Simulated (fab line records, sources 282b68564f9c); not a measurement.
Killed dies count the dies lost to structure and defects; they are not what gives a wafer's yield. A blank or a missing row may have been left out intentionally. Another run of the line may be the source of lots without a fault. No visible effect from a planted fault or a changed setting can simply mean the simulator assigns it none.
Code-filled problem report in 8D (eight disciplines) form    flow rit-cmos    the parts of the form that need people (team, actions taken, sign-off) are left out

== 1. THE ISSUE ==
oes-product-au at RIT_GATE_ETCH_19 reads a mean of 0.791 a.u. on 2 wafers of 2 lots; wafers without a fault read 0.842 a.u. with a standard deviation of 0.011. Relative to the usual mean, that is a shift of -4.6 standard deviations.
The step: etches poly-Si in SF6/CHF3/O2, stops on SiO2, time 165 s, target depth 312.5 nm.
First seen on wafer L853.4, day 6 06:29, on rie-si-01. Wafers with a number at this step in the record: 42, from 14 lots. Rule for "out", or "out of limits": more than 4 standard deviations from the usual mean. The other wafers with a number count as sound.

== 2. WHAT IT IS AND WHAT IT IS NOT ==
question                     is                is not
which readings at this step  oes-product-au    drypump-motor-current-A, throttle-valve-pct
which lots                   L853, L855        L836, L837, L838, L839, L840, L841, L842, L845, L846, L847, L849, L858
which wafers of those lots   L853.4, L855.5    L853.1, L853.5, L855.1, L855.2
read on which tools          rie-si-01         rie-si-02
when                         from day 6 06:29  up to then (35 sound wafers); but 5 sound wafers of L855, L858 came after

== 3. WHAT RULES OUT EACH SUSPECT ==
Counting: a tool at a process step up to the reading stays a suspect if it ran every lot that is out. Sound lots after the first of them don't rule it out here, since some wafers of a struck lot are sound.
- rie-si-01 at RIT_GATE_ETCH_19 (etches poly-Si in SF6/CHF3/O2, stops on SiO2, time 165 s, target depth 312.5 nm): kept. It ran every lot that is out, first L853 (day 6 06:29); its last sound lot up to then is L849 (day 5 11:47). Its own readings are out on those wafers: oes-product-au.
- Within rie-si-01 at RIT_GATE_ETCH_19: the wafers that are out ran in chamber 0; their sound lot-mates ran in chambers 1, 2, 3.
After counting, what remains is rie-si-01 at RIT_GATE_ETCH_19.

== 4. THE CAUSE (what the simulator had put in) ==
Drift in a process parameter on rie-si-01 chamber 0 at RIT_GATE_ETCH_19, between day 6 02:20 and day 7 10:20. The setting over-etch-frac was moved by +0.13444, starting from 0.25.
Only this tool survived the counting.

== 5. THE CHAIN OF EFFECTS, in route order ==
Rows list readings where the struck wafers' mean (over those with a number) sits beyond 3 standard deviations from the usual. Scope: only readings with a usual standard deviation given in the record; hours: median across lots of the time from each lot's start at the first step in this table that gives one to its start at this step; sigmas: change in usual standard deviations.
hours  step              reading         usual       on struck wafers  change  sigmas
0      RIT_GATE_ETCH_19  oes-product-au  0.842 a.u.  0.791             -0.051  -4.6
The process steps in it:
- RIT_GATE_ETCH_19: etches poly-Si in SF6/CHF3/O2, stops on SiO2, time 165 s, target depth 312.5 nm.

== 6. WHAT WOULD HAVE CAUGHT IT SOONER ==
The fault began at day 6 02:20; the first out-of-limits reading in this record came at day 6 06:29, 4 hours later.
